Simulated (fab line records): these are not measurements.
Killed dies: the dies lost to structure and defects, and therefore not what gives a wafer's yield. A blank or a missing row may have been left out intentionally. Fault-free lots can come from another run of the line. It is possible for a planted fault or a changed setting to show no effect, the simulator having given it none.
Which tool was responsible? + flow berkeley-cmos170 + 45 wafers from 15 lots sampled at 4 of the route's 331 steps

== WHAT THE GAUGES SHOWED, per wafer ==
UCB170_GATE_THK_MEAS_02. Usual: GATE_OXIDE_THK typically reads 6.55 nm, with standard deviation 0.11.
| lot  | measured     | on            | GATE_OXIDE_THK (nm) | flag |
|------|--------------|---------------|---------------------|------|
| L633 | day 5 17:10  | film-metro-03 | 6.41 6.50 6.56      |      |
| L636 | day 6 12:53  | film-metro-02 | 6.52 6.57 6.52      |      |
| L637 | day 6 12:54  | film-metro-03 | 6.60 6.50 6.46      |      |
| L641 | day 7 14:26  | film-metro-04 | 6.55 6.57 6.55      |      |
| L643 | day 7 22:16  | film-metro-03 | 6.80 6.77 6.73      |      |
| L644 | day 8 06:58  | film-metro-03 | 6.73 6.71 6.47      |      |
| L647 | day 9 00:23  | film-metro-02 | 6.56 6.52 6.70      |      |
| L648 | day 9 00:25  | film-metro-04 | 6.39 6.56 6.50      |      |
| L649 | day 9 00:28  | film-metro-02 | 6.58 6.60 6.51      |      |
| L651 | day 10 05:35 | film-metro-02 | 6.49 6.49 6.45      |      |
| L650 | day 10 05:39 | film-metro-02 | 6.63 6.58 6.64      |      |
| L652 | day 10 05:41 | film-metro-04 | 6.42 6.56 6.46      |      |
| L653 | day 10 05:41 | film-metro-02 | 6.49 6.38 6.49      |      |
| L655 | day 10 16:34 | film-metro-04 | 6.59 6.58 6.52      |      |
| L656 | day 11 04:32 | film-metro-03 | 6.75 6.66 6.69      |      |

UCB170_SPACER_THK_MEAS_01. Usual: SPACER_TEOS_THK typically reads 376 nm, with standard deviation 6.6.
| lot  | measured     | on            | SPACER_TEOS_THK (nm) | flag |
|------|--------------|---------------|----------------------|------|
| L633 | day 6 07:43  | film-metro-03 | 366 373 378          |      |
| L636 | day 7 02:05  | film-metro-02 | 378 375 382          |      |
| L637 | day 7 02:50  | film-metro-01 | 366 370 370          |      |
| L641 | day 8 08:26  | film-metro-01 | 381 372 385          |      |
| L643 | day 8 18:17  | film-metro-02 | 380 377 387          |      |
| L644 | day 8 23:34  | film-metro-02 | 366 379 370          |      |
| L647 | day 9 17:39  | film-metro-03 | 383 367 376          |      |
| L648 | day 9 20:34  | film-metro-01 | 386 388 376          |      |
| L649 | day 9 20:34  | film-metro-03 | 371 377 378          |      |
| L651 | day 10 18:07 | film-metro-01 | 385 384 383          |      |
| L650 | day 10 18:47 | film-metro-02 | 361 371 383          |      |
| L652 | day 10 18:23 | film-metro-02 | 379 374 379          |      |
| L653 | day 10 18:46 | film-metro-03 | 376 381 379          |      |
| L655 | day 11 07:37 | film-metro-02 | 378 370 370          |      |
| L656 | day 11 18:02 | film-metro-01 | 368 372 381          |      |

UCB170_PSD_CD_MEAS_06: target cd 1200 nm. Usual: cd-nm reads 1200.2 nm (standard deviation 1.7).
| lot  | measured     | on        | cd-nm (nm)           | flag |
|------|--------------|-----------|----------------------|------|
| L633 | day 6 15:22  | cd-sem-02 | 1201.3 1200.5 1201.0 |      |
| L636 | day 7 07:28  | cd-sem-02 | 1200.0 1200.6 1201.1 |      |
| L637 | day 7 07:36  | cd-sem-02 | 1199.2 1200.2 1199.7 |      |
| L641 | day 8 13:44  | cd-sem-01 | 1202.9 1202.2 1201.4 |      |
| L643 | day 9 00:34  | cd-sem-02 | 1197.4 1198.2 1197.6 |      |
| L644 | day 9 06:46  | cd-sem-02 | 1199.7 1199.2 1199.2 |      |
| L647 | day 9 20:48  | cd-sem-02 | 1200.9 1201.8 1202.1 |      |
| L648 | day 10 01:13 | cd-sem-02 | 1202.9 1200.8 1200.2 |      |
| L649 | day 10 00:51 | cd-sem-02 | 1201.0 1200.8 1200.8 |      |
| L651 | day 11 00:58 | cd-sem-01 | 1202.9 1201.5 1201.6 |      |
| L650 | day 11 01:00 | cd-sem-02 | 1197.5 1199.3 1197.3 |      |
| L652 | day 11 01:25 | cd-sem-01 | 1204.4 1204.2 1203.2 |      |
| L653 | day 11 01:32 | cd-sem-01 | 1198.6 1198.3 1200.2 |      |
| L655 | day 11 12:54 | cd-sem-02 | 1199.0 1198.0 1198.9 |      |
| L656 | day 12 00:25 | cd-sem-01 | 1199.0 1198.5 1198.7 |      |

== TOOL THAT RAN EACH LOT (tool first, then ch and the chambers of the sampled wafers, then the start) ==
| lot  | UCB170_NLDD_CLEAN_12            |
|------|---------------------------------|
| L633 | wet-bench-02 ch 0, day 6 07:30  |
| L636 | wet-bench-02 ch 3, day 7 01:51  |
| L637 | wet-bench-02 ch 2, day 7 02:34  |
| L641 | wet-bench-03 ch 3, day 8 08:07  |
| L643 | wet-bench-04 ch 0, day 8 18:03  |
| L644 | wet-bench-02 ch 1, day 8 23:21  |
| L647 | wet-bench-02 ch 0, day 9 17:16  |
| L648 | wet-bench-03 ch 3, day 9 20:19  |
| L649 | wet-bench-03 ch 0, day 9 20:19  |
| L651 | wet-bench-02 ch 1, day 10 17:53 |
| L650 | wet-bench-04 ch 2, day 10 18:32 |
| L652 | wet-bench-04 ch 2, day 10 18:09 |
| L653 | wet-bench-04 ch 1, day 10 18:32 |
| L655 | wet-bench-02 ch 1, day 11 07:13 |
| L656 | wet-bench-02 ch 1, day 11 17:46 |
- UCB170_NLDD_CLEAN_12: cleans in SPM, time 600 s.

== WHAT THE TOOLS THEMSELVES READ (means of the sampled wafers that have a number; where no wafer has one, the mark that the record gives instead) ==
UCB170_NLDD_CLEAN_12. Usual: bath-guard-temp-C 119.8 C, standard deviation 0.6; bath-heat-duty-pct 12.9 %, standard deviation 1.3.
| lot  | tool         | bath-guard-temp-C (C) | bath-heat-duty-pct (%) | flag |
|------|--------------|-----------------------|------------------------|------|
| L633 | wet-bench-02 | 120.2                 | 12.1                   |      |
| L636 | wet-bench-02 | 119.0                 | 12.2                   |      |
| L637 | wet-bench-02 | 119.9                 | 13.0                   |      |
| L641 | wet-bench-03 | 120.6                 | 10.2                   |      |
| L643 | wet-bench-04 | -                     | -                      | OFF  |
| L644 | wet-bench-02 | -                     | -                      | OFF  |
| L647 | wet-bench-02 | -                     | -                      | OFF  |
| L648 | wet-bench-03 | 120.6                 | 9.9                    |      |
| L649 | wet-bench-03 | 119.4                 | 13.7                   |      |
| L651 | wet-bench-02 | 119.9                 | 12.8                   |      |
| L650 | wet-bench-04 | 120.6                 | 13.3                   |      |
| L652 | wet-bench-04 | 120.6                 | 14.1                   |      |
| L653 | wet-bench-04 | 120.0                 | 13.2                   |      |
| L655 | wet-bench-02 | 119.8                 | 12.7                   |      |
| L656 | wet-bench-02 | 119.8                 | 12.5                   |      |

== THE ANSWER, worked out from the rows above alone ==
Rule: lot off if the mean of its wafers having a number is beyond 3 standard deviations from the usual mean. Also off: a lot with no number at a reading for which 4 or more lots have one. The other lots that the step has rows for count as sound. First the gauges in route order, then the tools' own readings, where a lot's mean is used as printed above. At the first step where some lot is off, the reading lying furthest off is the one used; lots without a number count as furthest.
Off, at UCB170_NLDD_CLEAN_12 on bath-guard-temp-C: L643, L644, L647. Without a number there: L643, L644, L647.
If a tool, at that step or one of the process steps before it, ran each lot that is off and ran no sound lot following the first of them, it fits. No candidate that was tried fits.

== WHAT THE SIMULATOR HAD INSERTED ==
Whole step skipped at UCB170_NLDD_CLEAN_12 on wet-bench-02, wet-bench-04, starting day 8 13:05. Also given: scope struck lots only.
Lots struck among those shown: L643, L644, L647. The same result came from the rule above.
